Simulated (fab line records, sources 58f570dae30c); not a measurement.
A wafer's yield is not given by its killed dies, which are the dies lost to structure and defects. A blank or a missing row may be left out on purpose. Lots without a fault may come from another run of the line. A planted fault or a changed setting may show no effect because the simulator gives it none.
Chamber matching | flow berkeley_cmos170 | UCB170_SPACER_ETCHBACK_03 on rie_diel-02: 4 sister chambers
The step etches SiO2 in CHF3/CF4/Ar, stops on Si, target depth 376 nm, time 100 s. 14 wafers are shown with their chamber, then 7 later ones without.

## WAFERS, EACH WITH ITS CHAMBER
wafer  | chamber | drypump_motor_current_A (A) | throttle_valve_pct (%) | oes_product_au (a.u.)
L790.2 | 1       | 5.4                         | 6.45                   | 0.875
L790.3 | 2       | 6.1                         | 6.39                   | 0.910
L790.5 | 1       | 5.4                         | 6.45                   | 0.891
L794.3 | 1       | 5.4                         | 6.46                   | 0.883
L794.4 | 3       | 5.8                         | 6.46                   | 0.924
L794.6 | 2       | 6.2                         | 6.40                   | 0.929
L798.3 | 2       | 6.2                         | 6.40                   | 0.904
L798.4 | 1       | 5.4                         | 6.45                   | 0.888
L798.6 | 0       | 5.2                         | 6.49                   | 0.876
L803.1 | 3       | 5.9                         | 6.47                   | 0.936
L803.3 | 2       | 6.1                         | 6.38                   | 0.860
L803.6 | 0       | 5.2                         | 6.50                   | 0.879
L805.2 | 1       | 5.4                         | 6.43                   | 0.866
L805.5 | 2       | 6.1                         | 6.38                   | 0.870

SIGNATURES, as means of the wafers listed above
reading                 | chamber 0 | chamber 1 | chamber 2 | chamber 3 | scatter within a chamber
drypump_motor_current_A | 5.200     | 5.400     | 6.140     | 5.850     | 0.0412
throttle_valve_pct      | 6.4950    | 6.4480    | 6.3900    | 6.4650    | 0.0099
oes_product_au          | 0.87750   | 0.88060   | 0.89460   | 0.93000   | 0.0195
Rule: a wafer lies at a distance from a chamber equal to the root of the sum of squares, over the readings, of (its reading less the chamber's mean, divided by the reading's scatter). If the next closest chamber is less than 2 further off than the closest, the wafer can't be placed; otherwise it belongs to the closest. The scatter is the square root of a quotient: the sum, over the shown wafers, of each reading's squared deviation from its chamber's mean, divided by wafers minus chambers.

## WAFERS WITH NO CHAMBER GIVEN
wafer  | drypump_motor_current_A (A) | throttle_valve_pct (%) | oes_product_au (a.u.)
L805.6 | 5.8                         | 6.46                   | 0.917
L806.3 | 5.4                         | 6.45                   | 0.848
L806.5 | 5.2                         | 6.48                   | 0.876
L806.6 | 5.4                         | 6.46                   | 0.885
L812.3 | 5.4                         | 6.44                   | 0.876
L812.5 | 5.9                         | 6.47                   | 0.903
L812.6 | 6.1                         | 6.38                   | 0.874

## WHICH CHAMBER EACH WENT THROUGH
wafer  | from the rows above | in truth
L805.6 | 3                   | 3
L806.3 | 1                   | 1
L806.5 | 0                   | 0
L806.6 | 1                   | 1
L812.3 | 1                   | 1
L812.5 | 3                   | 3
L812.6 | 2                   | 2
7 of 7 placed correctly. Can't be placed from these rows: 0. Placed wrongly: 0.
